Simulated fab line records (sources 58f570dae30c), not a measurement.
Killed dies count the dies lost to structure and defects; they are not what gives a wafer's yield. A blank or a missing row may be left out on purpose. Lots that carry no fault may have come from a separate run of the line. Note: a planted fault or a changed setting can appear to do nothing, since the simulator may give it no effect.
fab line records	flow berkeley-cmos170
record: lots: 5	wafers: 23
route steps=331 shown NWELL@21 PWELL@49 ACTIVE@65 SCREENOX@101 PVT@116 GATE@130 NLDD@166
start-h: hours from the record's opening day to when the first of the lot's shown wafers began	wait-h: how many hours have passed since the lot's step before this one	" unchanged from the row above	L1.1+2: one row covering several wafers at once	- either no value or no given start	* or withheld: withheld	< > ~ a bound
route shown NAME@n: a module of which the file shows steps, and the number in the route of the first	usual: mean and standard deviation over wafers with no fault	same: alike in all rows	chamber/n: place in a boat	sites: the reading at each site	_std_site: standard deviation of those values	_edge_site: mean of outer sites minus mean of inner sites	radius-mm: for every site, how far away it sits from the centre of the wafer	mask NAME#n: copy n	behind: the tool/chamber that last shaped the wafer	hold: why the lot was held/for how many hours/how that ended	device: which transistor (n, p or np) failed to switch	end of line: the route-end tests of the same wafers	a step with no rows: only its recipe	killed: not the wafer's yield, but the dies lost to structure and defects at the first sort	map: a wafer's dies, x killed, . not, _ none there
set.NAME: the setting that was run; set.NAME@STEP: the one run at that earlier step	model.NAME: the simulator's own value behind a step, which no gauge read
lots where settings were altered on purpose, with a table for each step and a row for each wafer
== steps ==
step: UCB170_NWELL_COAT_07
recipe: resist: KrF	spin-rpm: 1500	resist-thk-nm: 900
lot.wafer	tool	chamber	start-h	wait-h	set.resist-thk-nm	model.KrF_of_NWELL_COAT_07.thk-nm
L074.1	litho-track-04	0	32.51	0.1	900	899.7
L074.2+6	"	0	"	"	900	901
L074.3	"	0	"	"	900	903
L074.4	"	0	"	"	900	900.9
L077.1	litho-track-04	0	51.80	0.1	867.7	870.3
L077.2	"	0	"	"	900	901.4
L077.3	"	0	"	"	900	900.2
L077.4	"	0	"	"	867.7	869.3
L077.6	"	0	"	"	900	902
L080.2	litho-track-01	0	58.92	0.1	900	907.8
L080.3	"	0	"	"	900	903.2
L080.6	"	0	"	"	900	903.9
L084.1	litho-track-02	0	79.55	0.1	900	899.6
L084.2	"	0	"	"	916.5	916.2
L084.3	"	0	"	"	916.5	914.7
L084.4	"	0	"	"	900	899.4
L084.6	"	0	"	"	900	900
L085.1+4	litho-track-01	0	79.99	0.1	877.3	877.1
L085.2	"	0	"	"	900	902.5
L085.3	"	0	"	"	900	903.6
L085.5	"	0	"	"	900	902.1
step: UCB170_NWELL_SOFTBAKE_08
recipe: resist: KrF	temp-c: 130	time-s: 60
step: UCB170_NWELL_EXPOSE_09
recipe: mask-id: NWELL	target-cd-nm: 3000	na: 0.5	sigma-outer: 0.6	source-shape: conventional	dose-mj: 25
step: UCB170_NWELL_DEVELOP_11
recipe: developer: TMAH	develop-time-s: 45	resist: KrF	dev-temp-c: 21
step: UCB170_NWELL_ETCH_13
recipe: chemistry: CH3F/Ar/O2	target: Si3N4	stop-on: SiO2	CH3F_flow_sccm: 20	Ar_flow_sccm: 50	O2_flow_sccm: 7	pressure-mtorr: 50	rf-w: 450	target-depth-a: 2464	over-etch-frac: 0.1	time-s: 154
lot.wafer	tool	chamber	start-h	wait-h	set.resist-thk-nm@NWELL_COAT_07	model.KrF_of_NWELL_COAT_07.thk-nm
L074.1	rie-diel-03	1	33.57	0.0	900	718.5
L074.2	"	0	"	"	900	720.4
L074.3	"	2	"	"	900	721.5
L074.4	"	1	"	"	900	721.7
L074.6	"	0	"	"	900	721.6
L077.1	rie-diel-04	3	52.62	0.0	867.7	691
L077.2	"	1	"	"	900	720.2
L077.3	"	2	"	"	900	722.5
L077.4	"	3	"	"	867.7	689.2
L077.6	"	2	"	"	900	724.6
L080.2+6	rie-diel-01	3,1	60.23	0.0	900	726.4
L080.3	"	1	"	"	900	726.6
L084.1	rie-diel-04	3	81.50	0.0	900	723.2
L084.2	"	2	"	"	916.5	739.8
L084.3	"	0	"	"	916.5	737.2
L084.4	"	2	"	"	900	722.6
L084.6	"	0	"	"	900	724.5
L085.1	rie-diel-01	0	81.51	0.0	877.3	699.2
L085.2	"	1	"	"	900	724.8
L085.3	"	3	"	"	900	725.8
L085.4	"	2	"	"	877.3	697.7
L085.5	"	3	"	"	900	723.4
step: UCB170_NWELL_IMPLANT_14
recipe: species: P	dose-cm2: 1e+13	energy-kev: 150	tilt-deg: 7
lot.wafer	tool	chamber	start-h	wait-h	set.energy-kev	model.implant.drp-nm
L074.1+4+6	implanter-03	0	33.67	0.1	150	62.72
L074.2+3	"	0	"	"	154.1	64.01
L077.1+3	implanter-03	0	52.72	0.1	150	62.72
L077.2+4+6	"	0	"	"	152.9	63.64
L080.2+3+6	implanter-04	0	60.35	0.1	150	62.72
L084.1+2+3+4+6	implanter-04	0	81.60	0.1	150	62.72
L085.1+2+3+4+5	implanter-01	0	81.61	0.1	150	62.72
step: UCB170_NWELL_STRIP_15
recipe: chemistry: O2	power-w: 400	pressure-mtorr: 3500	platen-temp-c: withheld	o2-flow-sccm: 400	overash-fraction: 0.5
usual: strip-time-to-endpoint-s: 18.02/0.06
lot.wafer	tool	chamber	start-h	wait-h	set.resist-thk-nm@NWELL_COAT_07	strip-time-to-endpoint-s
L074.1	plasma-asher-01	1	33.82	0.1	900	17.94
L074.2	"	0	"	"	900	18.00
L074.3	"	1	"	"	900	18.02
L074.4	"	0	"	"	900	18.01
L074.6	"	1	"	"	900	18.01
L077.1	plasma-asher-04	1	52.87	0.1	867.7	17.28
L077.2	"	0	"	"	900	17.95
L077.3	"	0	"	"	900	18.03
L077.4	"	1	"	"	867.7	17.24
L077.6	"	1	"	"	900	18.07
L080.2	plasma-asher-02	1	60.48	0.1	900	18.12
L080.3	"	0	"	"	900	18.13
L080.6	"	1	"	"	900	18.13
L084.1	plasma-asher-04	0	81.75	0.1	900	18.06
L084.2	"	1	"	"	916.5	18.47
L084.3	"	0	"	"	916.5	18.40
L084.4	"	1	"	"	900	18.04
L084.6	"	1	"	"	900	18.07
L085.1	plasma-asher-01	1	81.76	0.1	877.3	17.46
L085.2	"	0	"	"	900	18.10
L085.3	"	0	"	"	900	18.12
L085.4	"	1	"	"	877.3	17.45
L085.5	"	0	"	"	900	18.05
step: UCB170_PWELL_IMPLANT_15
recipe: species: B	dose-cm2: 5e+12	energy-kev: 60	tilt-deg: 7
lot.wafer	tool	chamber	start-h	wait-h	set.dose-cm2
L074.1+3+4	implanter-02	0	51.20	0.1	4.667e+12
L074.2+6	"	0	"	"	5e+12
L077.1+2+4	implanter-03	0	71.12	0.1	5e+12
L077.3+6	"	0	"	"	4.783e+12
L080.2+3+6	implanter-02	0	81.79	0.1	5e+12
L085.1+5	implanter-02	0	99.86	0.1	5e+12
L085.2+3+4	"	0	"	"	4.667e+12
L084.1+2+3+4+6	implanter-04	0	100.13	0.1	5e+12
step: UCB170_PWELL_STRIP_16
recipe: chemistry: O2	power-w: 400	pressure-mtorr: 3500	platen-temp-c: withheld	o2-flow-sccm: 400	overash-fraction: 0.5
step: UCB170_PWELL_TW_MEAS_17
usual: PWELL_TW: 378/3.4
lot.wafer	tool	chamber	start-h	wait-h	set.dose-cm2@PWELL_IMPLANT_15	PWELL_TW
L074.1	film-metro-03	-	51.45	0.1	4.667e+12	365
L074.2	"	-	"	"	5e+12	375
L074.3	"	-	"	"	4.667e+12	369
L074.4	"	-	"	"	4.667e+12	366
L074.6	"	-	"	"	5e+12	374
L077.1	film-metro-04	-	71.37	0.1	5e+12	377
L077.2	"	-	"	"	5e+12	377
L077.3	"	-	"	"	4.783e+12	372
L077.4	"	-	"	"	5e+12	376
L077.6	"	-	"	"	4.783e+12	373
L080.2	film-metro-01	-	82.03	0.1	5e+12	381
L080.3	"	-	"	"	5e+12	380
L080.6	"	-	"	"	5e+12	379
L085.1	film-metro-03	-	100.11	0.1	5e+12	374
L085.2	"	-	"	"	4.667e+12	366
L085.3	"	-	"	"	4.667e+12	365
L085.4	"	-	"	"	4.667e+12	365
L085.5	"	-	"	"	5e+12	372
L084.1	film-metro-04	-	100.38	0.1	5e+12	379
L084.2	"	-	"	"	5e+12	379
L084.3	"	-	"	"	5e+12	380
L084.4	"	-	"	"	5e+12	378
L084.6	"	-	"	"	5e+12	378
step: UCB170_ACTIVE_CVD_05
recipe: material: Si3N4	target-thk-nm: 220	temp-c: 800	precursor: SiH2Cl2/NH3	time-s: 3300	pressure-mtorr: 200	sih2cl2-flow-sccm: 25	nh3-flow-sccm: 75
lot.wafer	tool	chamber	start-h	wait-h	set.sih2cl2-flow-sccm	model.Si3N4_of_ACTIVE_CVD_05.thk-nm
L074.1	-	-	-	1.1	28.7	228.6
L074.2	"	-	"	"	28.7	227.9
L074.3	"	-	"	"	28.7	226.5
L074.4	"	-	"	"	28.7	227.2
L074.6	"	-	"	"	28.7	225.6
L077.1	-	-	-	2.3	22.15	212.8
L077.2	"	-	"	"	22.15	213.1
L077.3	"	-	"	"	22.15	212.3
L077.4	"	-	"	"	22.15	213.2
L077.6	"	-	"	"	22.15	215.6
L080.2	lpcvd-01	1	105.38	0.0	25	224.7
L080.3	"	1	"	"	25	223
L080.6	"	1	"	"	25	221.7
L084.1	-	-	-	0.0	21.87	218.3
L084.2	"	-	"	"	21.87	220.5
L084.3	"	-	"	"	21.87	219.1
L084.4	"	-	"	"	21.87	218.7
L084.6	"	-	"	"	21.87	217.2
L085.1	-	-	-	0.0	22.68	216.8
L085.2	"	-	"	"	22.68	217.2
L085.3	"	-	"	"	22.68	216.7
L085.4	"	-	"	"	22.68	215.9
L085.5	"	-	"	"	22.68	217.3
step: UCB170_ACTIVE_COAT_08
recipe: resist: KrF	spin-rpm: 1500	resist-thk-nm: 900
lot.wafer	tool	chamber	start-h	wait-h	set.spin-rpm	model.KrF_of_ACTIVE_COAT_08.thk-nm
L074.1	litho-track-01	0	77.50	0.1	1500	901
L074.2	"	0	"	"	1535	888.4
L074.3	"	0	"	"	1535	889.1
L074.4	"	0	"	"	1500	900.2
L074.6	"	0	"	"	1535	887.2
L077.1	litho-track-03	0	100.87	0.1	1559	880.1
L077.2	"	0	"	"	1500	899.5
L077.3	"	0	"	"	1500	900.4
L077.4	"	0	"	"	1559	882.7
L077.6	"	0	"	"	1559	882
L080.2	litho-track-02	0	107.60	0.1	1500	903.5
L080.3	"	0	"	"	1500	903.1
L080.6	"	0	"	"	1500	903
L085.1	litho-track-01	0	129.13	0.1	1500	901.9
L085.2	"	0	"	"	1591	873.8
L085.3	"	0	"	"	1591	875.2
L085.4	"	0	"	"	1500	902.9
L085.5	"	0	"	"	1500	896.9
L084.1	litho-track-02	0	129.27	0.1	1500	905.4
L084.2	"	0	"	"	1500	903.7
L084.3	"	0	"	"	1500	902.6
L084.4	"	0	"	"	1500	906.8
L084.6	"	0	"	"	1500	904.9
step: UCB170_ACTIVE_SOFTBAKE_09
recipe: resist: KrF	temp-c: 130	time-s: 60
step: UCB170_ACTIVE_EXPOSE_10
recipe: mask-id: ACTIVE	target-cd-nm: 1200	na: 0.5	sigma-outer: 0.6	source-shape: conventional	dose-mj: 20
step: UCB170_ACTIVE_ETCH_15
recipe: chemistry: CH3F/Ar/O2	target: Si3N4	stop-on: SiO2	CH3F_flow_sccm: 20	Ar_flow_sccm: 50	O2_flow_sccm: 7	pressure-mtorr: 50	rf-w: 450	target-depth-a: 2420	over-etch-frac: 0.1	time-s: 151
step: UCB170_ACTIVE_STRIP_16
recipe: chemistry: O2	power-w: 400	pressure-mtorr: 3500	platen-temp-c: withheld	o2-flow-sccm: 400	overash-fraction: 0.5
usual: strip-time-to-endpoint-s: 18.11/0.06
lot.wafer	tool	chamber	start-h	wait-h	set.spin-rpm@ACTIVE_COAT_08	strip-time-to-endpoint-s
L074.1	plasma-asher-03	1	78.55	0.1	1500	18.12
L074.2	"	0	"	"	1535	17.85
L074.3	"	0	"	"	1535	17.81
L074.4	"	1	"	"	1500	18.12
L074.6	"	0	"	"	1535	17.82
L077.1	plasma-asher-04	1	101.98	0.1	1559	17.67
L077.2	"	0	"	"	1500	18.12
L077.3	"	1	"	"	1500	18.11
L077.4	"	0	"	"	1559	17.67
L077.6	"	0	"	"	1559	17.67
L080.2	plasma-asher-01	1	109.33	0.1	1500	18.22
L080.3	"	1	"	"	1500	18.13
L080.6	"	0	"	"	1500	18.21
L085.1	plasma-asher-03	0	130.35	0.1	1500	18.08
L085.2	"	1	"	"	1591	17.44
L085.3	"	1	"	"	1591	17.43
L085.4	"	0	"	"	1500	18.15
L085.5	"	1	"	"	1500	18.00
L084.1	plasma-asher-01	1	130.86	0.1	1500	18.24
L084.2	"	0	"	"	1500	18.20
L084.3	"	0	"	"	1500	18.14
L084.4	"	1	"	"	1500	18.26
L084.6	"	0	"	"	1500	18.24
step: UCB170_SCREENOX_OXIDATION_01
recipe: temp-c: 900	ambient: O2	target-thk-a: 144	ox-time-s: 2400
lot.wafer	tool	chamber	start-h	wait-h	set.ox-time-s	model.SiO2_of_SCREENOX_OXIDATION_01.thk-nm
L074.1+6	-	-	-	2.0	2400	14.41
L074.2	"	-	"	"	2400	14.81
L074.3	"	-	"	"	2400	14.74
L074.4	"	-	"	"	2400	14.52
L077.1+2+6	-	-	-	1.9	2065	13.16
L077.3	"	-	"	"	2065	13.23
L077.4	"	-	"	"	2065	13.07
L080.2	furnace-01	0	131.71	4.1	2400	14.47
L080.3	"	0	"	"	2400	14.25
L080.6	"	0	"	"	2400	14.31
L084.1	-	-	-	1.8	2148	13.69
L084.2	"	-	"	"	2148	13.45
L084.3	"	-	"	"	2148	13.41
L084.4	"	-	"	"	2148	13.5
L084.6	"	-	"	"	2148	13.65
L085.1+5	-	-	-	1.8	2738	15.92
L085.2	"	-	"	"	2738	15.9
L085.3	"	-	"	"	2738	15.88
L085.4	"	-	"	"	2738	15.99
step: UCB170_SCREENOX_THK_MEAS_02
recipe: reads: SiO2_of_SCREENOX_OXIDATION_01
usual: SCREENOX_OXIDE_THK: 14.45/0.18
lot.wafer	tool	chamber	start-h	wait-h	set.ox-time-s@SCREENOX_OXIDATION_01	SCREENOX_OXIDE_THK[nm]
L074.1	film-metro-02	-	-	-	2400	14.43
L074.2	"	-	"	"	2400	14.80
L074.3	"	-	"	"	2400	14.69
L074.4	"	-	"	"	2400	14.51
L074.6	"	-	"	"	2400	14.35
L077.1	film-metro-04	-	-	-	2065	13.18
L077.2	"	-	"	"	2065	13.15
L077.3	"	-	"	"	2065	13.20
L077.4	"	-	"	"	2065	13.11
L077.6	"	-	"	"	2065	13.18
L080.2	film-metro-02	-	133.38	0.0	2400	14.48
L080.3	"	-	"	"	2400	14.26
L080.6	"	-	"	"	2400	14.30
L085.1	film-metro-04	-	-	-	2738	15.98
L085.2	"	-	"	"	2738	15.87
L085.3	"	-	"	"	2738	15.83
L085.4	"	-	"	"	2738	15.95
L085.5	"	-	"	"	2738	15.94
L084.1	film-metro-03	-	-	-	2148	13.70
L084.2	"	-	"	"	2148	13.43
L084.3	"	-	"	"	2148	13.41
L084.4	"	-	"	"	2148	13.49
L084.6	"	-	"	"	2148	13.65
step: UCB170_PVT_COAT_01
recipe: resist: KrF	spin-rpm: 1500	resist-thk-nm: 900
lot.wafer	tool	chamber	start-h	wait-h	set.spin-rpm	model.KrF_of_PVT_COAT_01.thk-nm
L074.1	litho-track-03	0	105.72	0.1	1586	873.3
L074.2	"	0	"	"	1586	872.8
L074.3	"	0	"	"	1586	873.7
L074.4	"	0	"	"	1500	898.3
L074.6	"	0	"	"	1500	901.7
L077.1	litho-track-03	0	130.24	0.1	1447	916.7
L077.2	"	0	"	"	1500	899.3
L077.3	"	0	"	"	1447	916.8
L077.4	"	0	"	"	1500	900.5
L077.6	"	0	"	"	1447	915.9
L080.2	litho-track-03	0	142.84	0.1	1500	898.6
L080.3	"	0	"	"	1500	898.9
L080.6	"	0	"	"	1500	900.6
L084.1	litho-track-01	0	159.52	0.1	1557	877.1
L084.2	"	0	"	"	1500	897.2
L084.3	"	0	"	"	1557	880.8
L084.4	"	0	"	"	1500	895.2
L084.6	"	0	"	"	1500	898.3
L085.1	litho-track-01	0	159.97	0.1	1500	902.1
L085.2	"	0	"	"	1500	902.4
L085.3	"	0	"	"	1500	902.8
L085.4	"	0	"	"	1500	901.9
L085.5	"	0	"	"	1500	900.3
step: UCB170_PVT_IMPLANT_07
recipe: species: P	dose-cm2: 2e+12	energy-kev: 30	tilt-deg: 7
lot.wafer	tool	chamber	start-h	wait-h	set.energy-kev
L074.1+2+3+4+6	implanter-01	0	106.85	0.0	30
L077.1+2+3+4+6	implanter-03	0	131.47	0.0	30
L080.2+3+6	implanter-01	0	144.00	0.0	30
L084.1+2+3+4+6	implanter-04	0	160.30	0.0	30
L085.1+3+4	implanter-01	0	160.82	0.0	28.74
L085.2+5	"	0	"	"	30
step: UCB170_PVT_STRIP_08
recipe: chemistry: O2	power-w: 400	pressure-mtorr: 3500	platen-temp-c: withheld	o2-flow-sccm: 400	overash-fraction: 0.5
usual: strip-time-to-endpoint-s: 21.65/0.077
lot.wafer	tool	chamber	start-h	wait-h	set.spin-rpm@PVT_COAT_01	strip-time-to-endpoint-s
L074.1	plasma-asher-03	0	107.00	0.1	1586	21.00
L074.2	"	1	"	"	1586	20.98
L074.3	"	1	"	"	1586	20.99
L074.4	"	0	"	"	1500	21.59
L074.6	"	0	"	"	1500	21.67
L077.1	plasma-asher-03	0	131.62	0.1	1447	22.02
L077.2	"	1	"	"	1500	21.61
L077.3	"	0	"	"	1447	22.02
L077.4	"	1	"	"	1500	21.64
L077.6	"	1	"	"	1447	22.01
L080.2	plasma-asher-02	0	144.12	0.1	1500	21.60
L080.3	"	1	"	"	1500	21.60
L080.6	"	0	"	"	1500	21.64
L084.1	plasma-asher-03	1	160.45	0.1	1557	21.09
L084.2	"	0	"	"	1500	21.56
L084.3	"	1	"	"	1557	21.17
L084.4	"	0	"	"	1500	21.52
L084.6	"	0	"	"	1500	21.58
L085.1	plasma-asher-01	0	160.97	0.1	1500	21.69
L085.2	"	1	"	"	1500	21.67
L085.3	"	0	"	"	1500	21.69
L085.4	"	1	"	"	1500	21.68
L085.5	"	1	"	"	1500	21.65
step: UCB170_GATE_CVD_04
recipe: material: poly-Si	temp-c: 610	precursor: SiH4	time-s: 1440	pressure-mtorr: 375	target-thk-nm: 214	sih4-flow-sccm: 120
lot.wafer	tool	chamber	start-h	wait-h	set.sih4-flow-sccm	model.poly-Si_of_GATE_CVD_04.thk-nm
L074.1	-	-	-	0.0	125.2	221.8
L074.2	"	-	"	"	125.2	219.7
L074.3	"	-	"	"	125.2	218.6
L074.4	"	-	"	"	125.2	218.2
L074.6	"	-	"	"	125.2	219.8
L077.1	-	-	-	0.0	108.2	194.2
L077.2	"	-	"	"	108.2	195.5
L077.3	"	-	"	"	108.2	198.9
L077.4	"	-	"	"	108.2	195.7
L077.6	"	-	"	"	108.2	196.7
L080.2	lpcvd-01	1	152.16	0.0	120	214.1
L080.3	"	1	"	"	120	213.7
L080.6	"	1	"	"	120	214.9
L084.1	-	-	-	0.0	120	215
L084.2	"	-	"	"	120	213.9
L084.3	"	-	"	"	120	214.8
L084.4	"	-	"	"	120	214.1
L084.6	"	-	"	"	120	216.1
L085.1	-	-	-	0.0	120	214.2
L085.2	"	-	"	"	120	212.5
L085.3	"	-	"	"	120	214.1
L085.4	"	-	"	"	120	213.9
L085.5	"	-	"	"	120	213.1
step: UCB170_GATE_THK_MEAS_05
recipe: reads: poly-Si_of_GATE_CVD_04
usual: GATE_POLY_THK: 216.0/2.6
lot.wafer	tool	chamber	start-h	wait-h	set.sih4-flow-sccm@GATE_CVD_04	GATE_POLY_THK[nm]
L074.1	film-metro-02	-	-	-	125.2	221.9
L074.2	"	-	"	"	125.2	219.8
L074.3	"	-	"	"	125.2	218.5
L074.4	"	-	"	"	125.2	218.0
L074.6	"	-	"	"	125.2	219.7
L077.1	film-metro-02	-	-	-	108.2	194.2
L077.2	"	-	"	"	108.2	195.4
L077.3	"	-	"	"	108.2	198.8
L077.4	"	-	"	"	108.2	195.7
L077.6	"	-	"	"	108.2	196.7
L080.2	film-metro-01	-	153.57	0.0	120	214.3
L080.3	"	-	"	"	120	213.8
L080.6	"	-	"	"	120	214.8
L084.1	film-metro-02	-	-	-	120	215.2
L084.2	"	-	"	"	120	214.3
L084.3	"	-	"	"	120	214.8
L084.4	"	-	"	"	120	214.0
L084.6	"	-	"	"	120	216.1
L085.1	film-metro-04	-	-	-	120	214.2
L085.2	"	-	"	"	120	212.5
L085.3	"	-	"	"	120	214.0
L085.4	"	-	"	"	120	213.8
L085.5	"	-	"	"	120	213.1
step: UCB170_GATE_ETCH_15
recipe: chemistry: HBr/Cl2	target: poly-Si	stop-on: SiO2	over-etch-frac: 0.3	icp-w: 300	bias-w: 150	time-s: 56.3	pressure-mtorr: 15	HBr_flow_sccm: 150	Cl2_flow_sccm: 50	target-depth-a: 2782
lot.wafer	tool	chamber	start-h	wait-h	set.time-s	set.sih4-flow-sccm@GATE_CVD_04	model.KrF_of_GATE_COAT_07.thk-nm	model.GATE.feature-depth-nm	model.etch.depth-nm
L074.1	rie-si-01	0	120.00	-	60.21	125.2	767.5	222.1	221.8
L074.2	"	2	"	"	56.3	125.2	772.7	219.7	219.7
L074.3	"	3	"	"	60.21	125.2	767.5	218.9	218.6
L074.4	"	1	"	"	56.3	125.2	776.3	218.2	218.2
L074.6	"	0	"	"	60.21	125.2	765.4	220.1	219.8
L077.1	rie-si-02	1	142.82	-	56.3	108.2	776.4	194.2	-
L077.2	"	2	"	"	56.3	108.2	779.4	195.5	195.5
L077.3	"	3	"	"	56.3	108.2	776.2	198.9	-
L077.4	"	0	"	"	56.3	108.2	774.9	195.7	195.7
L077.6	"	3	"	"	56.3	108.2	776.5	196.7	-
L080.2	rie-si-02	1	155.04	-	56.3	120	782	214.1	214.1
L080.3	"	3	"	"	56.3	120	780.9	213.7	213.7
L080.6	"	0	"	"	56.3	120	779.8	214.9	214.9
L084.1	rie-si-02	1	170.16	-	56.3	120	780.1	215	215
L084.2	"	2	"	"	62.82	120	767.2	214.5	-
L084.3	"	3	"	"	56.3	120	779.5	214.8	-
L084.4	"	0	"	"	56.3	120	778.9	214.1	214.1
L084.6	"	2	"	"	62.82	120	767.7	216.6	-
L085.1	rie-si-02	0	170.44	-	61.63	120	759.1	214.6	214.2
L085.2	"	2	"	"	56.3	120	778.6	212.5	-
L085.3	"	1	"	"	56.3	120	775.6	214.1	214.1
L085.4	"	3	"	"	61.63	120	764.7	214.3	-
L085.5	"	3	"	"	56.3	120	774.4	213.1	213.1
step: UCB170_NLDD_IMPLANT_08
recipe: species: As	dose-cm2: 5e+13	energy-kev: 30	tilt-deg: 7	rotation-deg: 0
lot.wafer	tool	chamber	start-h	wait-h	set.energy-kev	model.implant.rp-nm	model.implant.drp-nm
L074.1+2+4	implanter-02	0	123.90	0.0	31.63	21.25	9.992
L074.3+6	"	0	"	"	30	20.41	9.611
L077.1+2+3+4+6	implanter-01	0	148.90	0.0	30	22.53	9.611
L080.2+3+6	implanter-01	0	159.67	0.0	30	21.38	9.611
L084.1+2+3	implanter-01	0	173.70	0.0	29	21.3	9.377
L084.4+6	"	0	"	"	30	21.85	9.611
L085.1+2+4	implanter-03	0	173.98	0.0	31.54	22.18	9.971
L085.3+5	"	0	"	"	30	21.35	9.611
== key ==
split: step: UCB170_NWELL_COAT_07	setting: resist-thk-nm	stated: 900	by: wafer
response: step: UCB170_NWELL_COAT_07	reading: model.KrF_of_NWELL_COAT_07.thk-nm	change: +9.12	per: 1%	r: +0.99
response: step: UCB170_NWELL_ETCH_13	reading: model.KrF_of_NWELL_COAT_07.thk-nm	change: +9.28	per: 1%	r: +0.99
response: step: UCB170_NWELL_STRIP_15	reading: strip-time-to-endpoint-s	change: *	per: 1%	r: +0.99
split: step: UCB170_NWELL_IMPLANT_14	setting: energy-kev	stated: 150	by: wafer
response: step: UCB170_NWELL_IMPLANT_14	reading: model.implant.drp-nm	change: +0.472	per: 1%	r: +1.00
split: step: UCB170_PWELL_IMPLANT_15	setting: dose-cm2	stated: 5e+12	by: wafer
response: step: UCB170_PWELL_TW_MEAS_17	reading: PWELL_TW	change: +1.14	per: 1%	r: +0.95
split: step: UCB170_ACTIVE_CVD_05	setting: sih2cl2-flow-sccm	stated: 25	by: lot
response: step: UCB170_ACTIVE_CVD_05	reading: model.Si3N4_of_ACTIVE_CVD_05.thk-nm	change: +0.422	per: 1%	r: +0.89
split: step: UCB170_ACTIVE_COAT_08	setting: spin-rpm	stated: 1500	by: wafer
response: step: UCB170_ACTIVE_COAT_08	reading: model.KrF_of_ACTIVE_COAT_08.thk-nm	change: -4.48	per: 1%	r: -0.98
response: step: UCB170_ACTIVE_STRIP_16	reading: strip-time-to-endpoint-s	change: *	per: 1%	r: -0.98
split: step: UCB170_SCREENOX_OXIDATION_01	setting: ox-time-s	stated: 2400	by: lot
response: step: UCB170_SCREENOX_OXIDATION_01	reading: model.SiO2_of_SCREENOX_OXIDATION_01.thk-nm	change: +0.0975	per: 1%	r: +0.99
response: step: UCB170_SCREENOX_THK_MEAS_02	reading: SCREENOX_OXIDE_THK	change: +0.0971	per: 1%	r: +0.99
split: step: UCB170_PVT_COAT_01	setting: spin-rpm	stated: 1500	by: wafer
response: step: UCB170_PVT_COAT_01	reading: model.KrF_of_PVT_COAT_01.thk-nm	change: -4.68	per: 1%	r: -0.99
response: step: UCB170_PVT_STRIP_08	reading: strip-time-to-endpoint-s	change: *	per: 1%	r: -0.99
split: step: UCB170_PVT_IMPLANT_07	setting: energy-kev	stated: 30	by: wafer
response none clear
split: step: UCB170_GATE_CVD_04	setting: sih4-flow-sccm	stated: 120	by: lot
response: step: UCB170_GATE_CVD_04	reading: model.poly-Si_of_GATE_CVD_04.thk-nm	change: +1.7	per: 1%	r: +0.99
response: step: UCB170_GATE_THK_MEAS_05	reading: GATE_POLY_THK	change: +1.7	per: 1%	r: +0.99
response: step: UCB170_GATE_ETCH_15	reading: model.GATE.feature-depth-nm	change: +1.71	per: 1%	r: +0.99
response: step: UCB170_GATE_ETCH_15	reading: model.etch.depth-nm	change: +1.69	per: 1%	r: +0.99
split: step: UCB170_GATE_ETCH_15	setting: time-s	stated: 56.3	by: wafer
response: step: UCB170_GATE_ETCH_15	reading: model.KrF_of_GATE_COAT_07.thk-nm	change: -1.21	per: 1%	r: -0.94
split: step: UCB170_NLDD_IMPLANT_08	setting: energy-kev	stated: 30	by: wafer
response: step: UCB170_NLDD_IMPLANT_08	reading: model.implant.rp-nm	change: +0.16	per: 1%	r: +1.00
response: step: UCB170_NLDD_IMPLANT_08	reading: model.implant.drp-nm	change: +0.0702	per: 1%	r: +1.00
